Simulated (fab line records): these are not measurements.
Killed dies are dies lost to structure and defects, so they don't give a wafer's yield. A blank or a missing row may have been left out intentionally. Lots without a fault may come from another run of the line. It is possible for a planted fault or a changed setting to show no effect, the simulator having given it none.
A struck lot beside a sound one ; flow ritCmos ; 44 steps out of a route of 202
Sound: wafers L100.2, L100.3, L100.5. Struck: wafer L110.1 (left out: L110.2, L110.3 of the same lot, which were not struck); the cause appears at the end.
Per side, at each step with rows, come the tool, then ch with its chambers, and then its first start. Under that, the readings that differ: sound wafers ; struck wafers ; difference of the means ; sigmas: that difference in standard deviations of wafers without a fault.
alike: readings whose means differ by less than 2 such deviations, and words and numbers that are the same on both sides. not compared: withheld readings, readings that some wafer has no value for, bounds like >300 that may hide the same value, and numbers for which the record gives no deviation and whose values overlap.
Wherever a step has rows on one side only, a row that says differs or no value, or a row with sigmas, the two part there. Numbers that have no deviation but don't overlap get no sigmas and don't part them. A reading missing from all wafers of one side parts the sides only when that side holds two or more wafers.

first, 2 steps without rows for these wafers: RIT_PSD_IMPLANT_08; RIT_PSD_STRIP_09 (strips in O2, time 180 s).
RIT_PSD_TW_MEAS_10:
  struck on filmMetro-02, day 5 19:04; sound on filmMetro-02, day 3 17:05
  alike: PSD_TW
then, 3 steps without rows for these wafers: RIT_SDANNEAL_CLEAN_00 (cleans in SC1, time 600 s); RIT_SDANNEAL_CLEAN_01 (cleans in dHF, time 30 s); RIT_SDANNEAL_CLEAN_02 (cleans in SC2, time 600 s).
RIT_SDANNEAL_RTA_03: time 5 s.
  sound on rtpAnneal-01 ch 0, day 3 17:31; struck on rtpAnneal-01 ch 0, day 5 19:29
  alike: rampUpCPerS, wafer_temp_C_max
RIT_SDANNEAL_RS_MEAS_04: a four-point-probe measurement.
  struck on filmMetro-04, day 5 19:32; sound on filmMetro-04, day 3 17:35
  alike: PSD_RS
RIT_SDANNEAL_RS_MEAS_05: a four-point-probe measurement.
  struck on filmMetro-04, day 5 19:40; sound on filmMetro-04, day 3 17:42
  alike: NSD_RS
RIT_SDANNEAL_RS_MEAS_06: a four-point-probe measurement.
  struck on filmMetro-04, day 5 19:47; sound on filmMetro-04, day 3 17:49
  alike: PLDD_RS
RIT_SDANNEAL_RS_MEAS_07: a four-point-probe measurement.
  struck on filmMetro-04, day 5 19:54; sound on filmMetro-04, day 3 17:56
  alike: NLDD_RS
then, 1 step without rows for these wafers: RIT_SILICIDE_WET_ETCH_00 (etches SiO2 in BOE, target depth 14 nm, time 15 s).
RIT_SILICIDE_SPUTTER_01: material Ti, target thk 30 nm, time 240 s.
  struck on pvdSputter-02, day 5 20:02; sound on pvdSputter-02, day 3 18:03
reading;sound;struck;difference;sigmas
model.Ti_of_SILICIDE_SPUTTER_01.thkNm (nm);30.23 30.42 30.17;21.8;-8.5;
  alike: throttleValvePct
RIT_SILICIDE_RS_MEAS_02: a four-point-probe measurement.
  struck on filmMetro-04, day 5 20:28; sound on filmMetro-02, day 3 18:14
reading;sound;struck;difference;sigmas
SILICIDE_TI_RS (ohm/sq);47.3 47.0 47.6;72.5;+25.2;+32
  not compared: hold
RIT_SILICIDE_THK_MEAS_03: measures by xrf.
  struck on filmMetro-04, day 5 22:35; sound on filmMetro-02, day 3 18:21
reading;sound;struck;difference;sigmas
SILICIDE_TI_THK (nm);29.9 30.1 29.7;21.6;-8.3;-18
  not compared: hold
RIT_SILICIDE_RTA_04: time 10 s, ramp up 5 s, ramp down 5 s.
  sound on rtpAnneal-02 ch 0, day 3 18:25; struck on rtpAnneal-02 ch 0, day 6 00:20
reading;sound;struck;difference;sigmas
hold;- - -;awaitDispo/1.7h/release;no value on the sound wafers;
  alike: wafer_temp_C_max
then, 1 step without rows for these wafers: RIT_SILICIDE_WET_ETCH_05 (etches Ti in SPM, time 120 s).
RIT_SILICIDE_RTA_06: time 10 s, ramp up 5 s, ramp down 10 s.
  sound on rtpAnneal-01 ch 0, day 3 18:31; struck on rtpAnneal-01 ch 0, day 6 00:31
  alike: wafer_temp_C_max
then, 1 step without rows for these wafers: RIT_CONTACT_CVD_00 (deposits SiO2 from TEOS, target thk 400 nm, time 61 s).
RIT_CONTACT_THK_MEAS_01:
  struck on filmMetro-01, day 6 00:38; sound on filmMetro-03, day 3 18:38
reading;sound;struck;difference;sigmas
CONTACT_TEOS_THK (nm);399 408 411;395;-11;-2
then, 6 steps without rows for these wafers: RIT_CONTACT_HMDS_02 (prime time 60 s); RIT_CONTACT_COAT_03 (resist thk 983.7 nm); RIT_CONTACT_SOFTBAKE_04 (time 60 s); RIT_CONTACT_EXPOSE_05 (exposes mask M11, target cd 1000 nm); RIT_CONTACT_PEB_06; RIT_CONTACT_DEVELOP_07 (develop time 120 s).
RIT_CONTACT_CD_MEAS_08: target cd 1000 nm.
  struck on cdSem-02, day 6 01:49; sound on cdSem-01, day 3 19:48
  alike: cdNm
RIT_CONTACT_OVL_MEAS_09:
  struck on overlay-01, day 6 01:56; sound on overlay-01, day 3 19:54
  alike: CONTACT_OVL
then, 1 step without rows for these wafers: RIT_CONTACT_HARDBAKE_10 (time 60 s).
RIT_CONTACT_ETCH_11: etches SiO2 in CHF3/CF4/Ar, stops on TiSi2, target depth 480 nm, time 320 s.
  sound on rieDiel-01 ch 0,2,3, day 3 20:05; struck on rieDiel-02 ch 1, day 6 02:15
  alike: cf4FlowSccm, drypumpMotorCurrentA, oesProductAu, throttleValvePct
  not compared: rfHoursCounterH
RIT_CONTACT_STRIP_12: strips in O2, time 180 s.
  sound on plasmaAsher-02 ch 1, day 3 20:17; struck on plasmaAsher-03 ch 0, day 6 02:26
  alike: drypumpMotorCurrentA
  not compared: rfHoursCounterH
RIT_CONTACT_CD_MEAS_90: target cd 1000 nm.
  struck on cdSem-01, day 6 02:37; sound on cdSem-01, day 3 20:28
  alike: cdNm
then, 3 steps without rows for these wafers: RIT_CONTACT_CLEAN_13 (cleans in SC1, time 600 s); RIT_CONTACT_CLEAN_14 (cleans in SC2, time 600 s); RIT_M1_SPUTTER_00 (material Al, target thk 400 nm, time 500 s).
RIT_M1_RS_MEAS_01: a four-point-probe measurement.
  struck on filmMetro-04, day 6 03:24; sound on filmMetro-02, day 3 21:15
  alike: M1_AL_RS
RIT_M1_THK_MEAS_02: measures by xrf.
  struck on filmMetro-04, day 6 03:31; sound on filmMetro-02, day 3 21:22
  alike: M1_AL_THK
then, 5 steps without rows for these wafers: RIT_M1_HMDS_03 (prime time 60 s); RIT_M1_COAT_04 (resist thk 1300 nm); RIT_M1_SOFTBAKE_05 (time 60 s); RIT_M1_EXPOSE_06 (exposes mask M12, target cd 2600 nm); RIT_M1_PEB_07.
RIT_M1_METAL_ETCH_12: etches Al in Cl2/BCl3, stops on SiO2, time 165 s, target depth 600 nm.
  sound on rieMetal-03 ch 0,1, day 3 22:55; struck on rieMetal-04 ch 0, day 6 08:19
reading;sound;struck;difference;sigmas
model.M1.cdNm (nm);2599 2606 2601;2576;-26;
  alike: drypumpMotorCurrentA, heBacksideLeakSccm, oesProductAu, throttleValvePct
  not compared: rfHoursCounterH
RIT_M1_PROBE_99:
  the record has rows for the struck wafers here (prober-02, day 6 10:34) and none for the sound ones

WHERE THEY PART
Last at RIT_M1_PROBE_99 as far as this record goes, first at RIT_SILICIDE_RS_MEAS_02.

WHY: what the simulator had put in
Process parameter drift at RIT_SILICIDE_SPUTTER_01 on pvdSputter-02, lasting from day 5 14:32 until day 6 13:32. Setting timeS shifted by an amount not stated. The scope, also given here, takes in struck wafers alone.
